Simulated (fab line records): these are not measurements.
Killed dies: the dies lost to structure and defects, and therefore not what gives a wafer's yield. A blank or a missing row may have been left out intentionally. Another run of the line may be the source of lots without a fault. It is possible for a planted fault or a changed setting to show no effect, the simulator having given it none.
A struck lot beside a sound one || flow rit-cmos || 43 out of 202 route steps
Sound: the wafers L193.3, L193.4, L193.6. Struck: wafer L196.6. (L196.2, L196.4 of the same lot were not struck and are left out.) The cause comes at the end.
Each step with rows lists, per side, the tool, then ch with its chambers, then its first start. Under that, the readings that differ: sound wafers || struck wafers || difference of the means || sigmas: that difference in standard deviations of wafers without a fault.
alike: same words and numbers on both sides, and readings whose means sit less than 2 such deviations apart. not compared: any withheld reading, any reading some wafer has no value for, any bound like >300 that may hide the same value, and any number with overlapping values for which the record gives no deviation.
Wherever a step has rows on one side only, a row that says differs or no value, or a row with sigmas, the two part there. Numbers that don't overlap but have no deviation are shown without sigmas and don't part them. A reading missing from all wafers of one side parts the sides only when that side holds two or more wafers.

first, 2 steps without rows for these wafers: RIT_REOX_CLEAN_02 (cleans in SC2, time 600 s); RIT_REOX_OXIDATION_03 (target thk 25.2 nm, ox time 5854 s).
RIT_REOX_THK_MEAS_04:
  sound on film-metro-03 at day 4 04:55; struck on film-metro-04 at day 4 22:44
  alike: REOX_OXIDE_THK
then, 6 steps without rows for these wafers: RIT_NLDD_HMDS_00 (prime time 60 s); RIT_NLDD_COAT_01 (resist thk 1000 nm); RIT_NLDD_SOFTBAKE_02 (time 60 s); RIT_NLDD_EXPOSE_03 (exposes mask M7, target cd 40700 nm); RIT_NLDD_PEB_04; RIT_NLDD_DEVELOP_05 (develop time 50 s).
RIT_NLDD_OVL_MEAS_06:
  sound on overlay-01 at day 4 06:04; struck on overlay-02 at day 4 23:46
  alike: NLDD_OVL
then, 2 steps without rows for these wafers: RIT_NLDD_HARDBAKE_07 (time 60 s); RIT_NLDD_IMPLANT_08.
RIT_NLDD_STRIP_09: strips in O2, time 180 s.
  sound on plasma-asher-01 ch 0,1, day 4 06:27; struck on plasma-asher-01 ch 1, day 5 00:05
  alike: drypump-motor-current-A
  not compared: rf-hours-counter-h
RIT_NLDD_TW_MEAS_10:
  sound on film-metro-02 at day 4 06:35; struck on film-metro-01 at day 5 00:16
  alike: NLDD_TW
then, 6 steps without rows for these wafers: RIT_PLDD_HMDS_00 (prime time 60 s); RIT_PLDD_COAT_01 (resist thk 1000 nm); RIT_PLDD_SOFTBAKE_02 (time 60 s); RIT_PLDD_EXPOSE_03 (exposes mask M8, target cd 40900 nm); RIT_PLDD_PEB_04; RIT_PLDD_DEVELOP_05 (develop time 48.45 s).
RIT_PLDD_OVL_MEAS_06:
  sound on overlay-02 at day 4 07:37; struck on overlay-02 at day 5 01:18
  alike: PLDD_OVL
then, 2 steps without rows for these wafers: RIT_PLDD_HARDBAKE_07 (time 60 s); RIT_PLDD_IMPLANT_08.
RIT_PLDD_STRIP_09: strips in O2, time 180 s.
  sound on plasma-asher-02 ch 0,1, day 4 07:59; struck on plasma-asher-04 ch 1, day 5 01:38
  alike: drypump-motor-current-A
  not compared: rf-hours-counter-h
RIT_PLDD_TW_MEAS_10:
  sound on film-metro-02 at day 4 08:08; struck on film-metro-04 at day 5 01:49
  alike: PLDD_TW
then, 4 steps without rows for these wafers: RIT_SPACER_CLEAN_00 (cleans in SC1, time 600 s); RIT_SPACER_CLEAN_01 (cleans in dHF, time 30 s); RIT_SPACER_CLEAN_02 (cleans in SC2, time 600 s); RIT_SPACER_CVD_03 (deposits Si3N4 from SiH2Cl2/NH3, target thk 250 nm, time 3300 s).
RIT_SPACER_THK_MEAS_04:
  sound on film-metro-01 at day 4 11:23; struck on film-metro-04 at day 5 04:49
  alike: SPACER_NITRIDE_THK
RIT_SPACER_ETCHBACK_05: etches Si3N4 in SF6/CHF3, stops on SiO2, target depth 250 nm, time 240 s.
  sound on rie-diel-01 ch 0,2,3, day 4 11:25; struck on rie-diel-04 ch 2, day 5 04:52
  alike: drypump-motor-current-A, oes-product-au, throttle-valve-pct
  not compared: rf-hours-counter-h
then, 6 steps without rows for these wafers: RIT_NSD_HMDS_00 (prime time 60 s); RIT_NSD_COAT_01 (resist thk 1000 nm); RIT_NSD_SOFTBAKE_02 (time 60 s); RIT_NSD_EXPOSE_03 (exposes mask M9, target cd 40700 nm); RIT_NSD_PEB_04; RIT_NSD_DEVELOP_05 (develop time 50 s).
RIT_NSD_OVL_MEAS_06:
  sound on overlay-02 at day 4 12:33; struck on overlay-02 at day 5 05:59
  alike: NSD_OVL
then, 2 steps without rows for these wafers: RIT_NSD_HARDBAKE_07 (time 60 s); RIT_NSD_IMPLANT_08.
RIT_NSD_STRIP_09: strips in O2, time 180 s.
  sound on plasma-asher-03 ch 0,1, day 4 12:56; struck on plasma-asher-01 ch 1, day 5 06:19
  alike: drypump-motor-current-A
  not compared: rf-hours-counter-h
RIT_NSD_TW_MEAS_10:
  sound on film-metro-04 at day 4 13:04; struck on film-metro-02 at day 5 06:31
  alike: NSD_TW
RIT_M1_PROBE_99:
  sound on prober-01 at day 4 22:53; struck on prober-02 at day 5 16:02
{"reading": "killed-at-front-end", "sound": "5 5 6", "struck": 27, "difference": "+22", "sigmas": "+7"}
{"reading": "killed-dies", "sound": "5 5 6", "struck": 27, "difference": "+22", "sigmas": "+7"}
{"reading": "killed-on-rim", "sound": "2 3 1", "struck": 9, "difference": "+7", "sigmas": "+5"}
  alike: killed-at-contacts, killed-open, killed-short

## WHERE THEY PART
RIT_M1_PROBE_99 only, going by this record.

WHY: whatever the simulator had introduced
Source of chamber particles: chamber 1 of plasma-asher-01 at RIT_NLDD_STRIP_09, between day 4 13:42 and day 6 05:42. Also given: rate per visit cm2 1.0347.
